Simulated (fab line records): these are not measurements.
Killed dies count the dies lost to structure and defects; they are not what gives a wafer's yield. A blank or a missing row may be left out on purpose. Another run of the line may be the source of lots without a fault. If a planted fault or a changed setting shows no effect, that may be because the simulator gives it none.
Which tool is to blame? | flow ritCmos | 14 lots, 42 wafers sampled, at 5 steps of a route of 202

WHAT EACH GAUGE READ, for each wafer
RIT_ACTIVE_THK_MEAS_04. Usual: ACTIVE_NITRIDE_THK typically reads 149.2 nm, with standard deviation 1.5.
lot  | measured    | on           | ACTIVE_NITRIDE_THK (nm) | flag
L233 | day 1 18:32 | filmMetro-04 | 152.0 152.0 151.9       | 
L234 | day 2 00:46 | filmMetro-03 | 150.9 150.7 149.9       | 
L236 | day 2 09:34 | filmMetro-03 | 150.6 149.9 148.3       | 
L238 | day 2 20:52 | filmMetro-02 | 149.5 148.8 149.6       | 
L239 | day 3 01:14 | filmMetro-04 | 148.5 148.7 148.4       | 
L240 | day 3 07:34 | filmMetro-03 | 150.2 149.9 150.3       | 
L241 | day 3 11:38 | filmMetro-03 | 148.1 148.3 148.5       | 
L243 | day 3 21:50 | filmMetro-02 | 148.3 150.1 151.5       | 
L244 | day 4 02:10 | filmMetro-03 | 147.1 147.7 147.4       | 
L246 | day 4 14:53 | filmMetro-03 | 147.4 148.1 146.8       | 
L249 | day 5 04:10 | filmMetro-03 | 148.9 148.1 148.5       | 
L250 | day 5 07:32 | filmMetro-03 | 146.5 146.7 146.9       | 
L253 | day 6 01:02 | filmMetro-03 | 149.1 149.3 149.8       | 
L254 | day 6 07:22 | filmMetro-04 | 149.1 150.7 150.3       | 

RIT_PWELL_OVL_MEAS_06. Usual: PWELL_OVL typically reads -0.4 nm, with standard deviation 1.4.
lot  | measured    | on         | PWELL_OVL (nm) | flag
L233 | day 2 04:35 | overlay-01 | 0.1 1.2 -1.4   | 
L234 | day 2 09:04 | overlay-02 | 1.0 1.6 -0.8   | 
L236 | day 2 20:44 | overlay-01 | -1.2 0.6 1.1   | 
L238 | day 3 10:02 | overlay-01 | -1.2 0.3 1.4   | 
L239 | day 3 12:47 | overlay-01 | 2.9 -1.4 -1.1  | 
L240 | day 3 15:59 | overlay-01 | -1.1 -0.6 -1.6 | 
L241 | day 4 00:43 | overlay-01 | -2.3 -0.3 -1.5 | 
L243 | day 4 06:20 | overlay-01 | -0.7 -1.3 -1.9 | 
L244 | day 4 15:08 | overlay-01 | -0.1 -2.8 -3.7 | 
L246 | day 5 00:50 | overlay-01 | -0.4 0.2 0.4   | 
L249 | day 5 15:18 | overlay-01 | 0.2 1.4 1.0    | 
L250 | day 5 22:28 | overlay-02 | 0.5 0.1 0.4    | 
L253 | day 6 15:31 | overlay-01 | -0.7 1.7 0.7   | 
L254 | day 6 20:38 | overlay-02 | -0.5 0.3 1.1   | 

RIT_GATE_OVL_MEAS_17. Usual: GATE_OVL typically reads -0.1 nm, with standard deviation 1.3.
lot  | measured    | on         | GATE_OVL (nm)  | flag
L233 | day 2 20:50 | overlay-02 | 0.6 0.2 1.3    | 
L234 | day 2 23:42 | overlay-01 | -1.3 -0.5 -1.1 | 
L236 | day 3 14:09 | overlay-01 | -0.3 1.6 -0.3  | 
L238 | day 4 02:28 | overlay-02 | 0.9 -0.4 0.1   | 
L239 | day 4 04:14 | overlay-01 | 1.0 0.8 -0.8   | 
L240 | day 4 06:22 | overlay-02 | -0.4 -0.3 1.6  | 
L241 | day 4 17:07 | overlay-01 | -0.6 -0.8 0.2  | 
L243 | day 4 20:52 | overlay-01 | 1.1 0.8 2.1    | 
L244 | day 5 05:52 | overlay-01 | -2.0 -1.0 -0.5 | 
L246 | day 5 20:29 | overlay-01 | 1.8 0.6 0.6    | 
L249 | day 6 16:29 | overlay-02 | -0.5 -1.1 0.4  | 
L250 | day 6 21:20 | overlay-02 | -1.6 -0.1 -0.8 | 
L253 | day 7 14:50 | overlay-02 | -0.5 -0.3 -0.3 | 
L254 | day 7 20:16 | overlay-01 | -1.8 -2.0 -1.9 | 

RIT_CONTACT_THK_MEAS_01. Usual: CONTACT_TEOS_THK typically reads 401 nm, with standard deviation 5.9.
lot  | measured    | on           | CONTACT_TEOS_THK (nm)   | flag
L233 | day 3 14:07 | filmMetro-02 | 402 400 409             | 
L234 | day 3 15:56 | filmMetro-03 | 390 395 401             | 
L236 | day 4 04:18 | filmMetro-01 | 404 407 410             | 
L238 | day 4 16:17 | filmMetro-01 | 400 409 411             | 
L239 | day 4 19:19 | filmMetro-03 | 410 399 408             | 
L240 | day 4 21:27 | filmMetro-02 | 397 401 397             | 
L241 | day 5 06:59 | filmMetro-02 | 396 395 404             | 
L243 | day 5 11:18 | filmMetro-03 | 392 404 407             | 
L244 | day 5 20:24 | filmMetro-02 | 392 399 399             | 
L246 | day 6 13:31 | filmMetro-03 | 394 400 398             | 
L249 | day 7 09:05 | filmMetro-01 | 369 375 378 369 375 377 | OFF
L250 | day 7 16:02 | filmMetro-01 | 397 397 403             | 
L253 | day 8 05:49 | filmMetro-03 | 362 372 373 362 371 373 | OFF
L254 | day 8 14:34 | filmMetro-03 | 393 402 406             | 

EACH LOT AND THE TOOL THAT RAN IT (in order: tool; ch and the chambers of the sampled wafers; start)
lot  | RIT_CONTACT_CVD_00
L233 | pecvd-02 ch 1,2, day 3 14:04
L234 | pecvd-01 ch 0,1,2, day 3 15:52
L236 | pecvd-02 ch 1,2, day 4 04:15
L238 | pecvd-03 ch 0,1,2, day 4 16:13
L239 | pecvd-02 ch 0,1,2, day 4 19:16
L240 | pecvd-01 ch 0,1,2, day 4 21:23
L241 | pecvd-03 ch 0,2, day 5 06:56
L243 | pecvd-01 ch 1,2, day 5 11:14
L244 | pecvd-03 ch 0,1,2, day 5 20:20
L246 | pecvd-01 ch 0,1,2, day 6 13:26
L249 | pecvd-01 ch 1,2, day 7 09:01
L250 | pecvd-03 ch 1,2, day 7 15:58
L253 | pecvd-01 ch 0,2, day 8 05:45
L254 | pecvd-02 ch 0,2, day 8 14:30
- RIT_CONTACT_CVD_00: deposits SiO2 from TEOS, target thk 400 nm, time 61 s.

WHAT THE TOOLS THEMSELVES READ (means of the sampled wafers that have a number; where no wafer has one, the mark that the record gives instead)
RIT_CONTACT_CVD_00. Usual: heaterPowerW 311 W, standard deviation 49.
lot  | tool     | heaterPowerW (W) | flag
L233 | pecvd-02 | 233              | 
L234 | pecvd-01 | 313              | 
L236 | pecvd-02 | 264              | 
L238 | pecvd-03 | 352              | 
L239 | pecvd-02 | 273              | 
L240 | pecvd-01 | 324              | 
L241 | pecvd-03 | 336              | 
L243 | pecvd-01 | 300              | 
L244 | pecvd-03 | 369              | 
L246 | pecvd-01 | 280              | 
L249 | pecvd-01 | 295              | 
L250 | pecvd-03 | 364              | 
L253 | pecvd-01 | 280              | 
L254 | pecvd-02 | 268              | 

THE ANSWER, worked out from the rows above alone
Rule: a lot is off if the mean of its wafers that have a number lies more than 3 standard deviations from the usual mean. A lot without any number at a reading at which 4 lots or more have one is off too. Any other lot the step has rows for is counted as sound. After the gauges, taken in route order, come the tools' own readings; for these a lot's mean is taken, as printed above. At the first step where some lot is off, the reading lying furthest off is the one used; lots without a number count as furthest.
Off: at RIT_CONTACT_THK_MEAS_01 (CONTACT_TEOS_THK), L249, L253.
A tool fits if, at a process step before that reading, it ran every lot that is off, and no sound lot after the first of them. The gauges at RIT_CONTACT_THK_MEAS_01 are tried like those tools. One fits: RIT_CONTACT_CVD_00 on pecvd-01. A fault onset in the window from L246 (day 6 13:26, its last sound lot) to L249 (day 7 09:01, its first lot off) fits.

WHAT HAD BEEN PUT IN BY THE SIMULATOR
Site profile drift: pecvd-01, from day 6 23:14 on, at RIT_CONTACT_CVD_00. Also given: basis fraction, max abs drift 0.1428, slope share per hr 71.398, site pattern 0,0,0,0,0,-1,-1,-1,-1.
Shown lots that were struck: L249, L253. The rule above found the same.
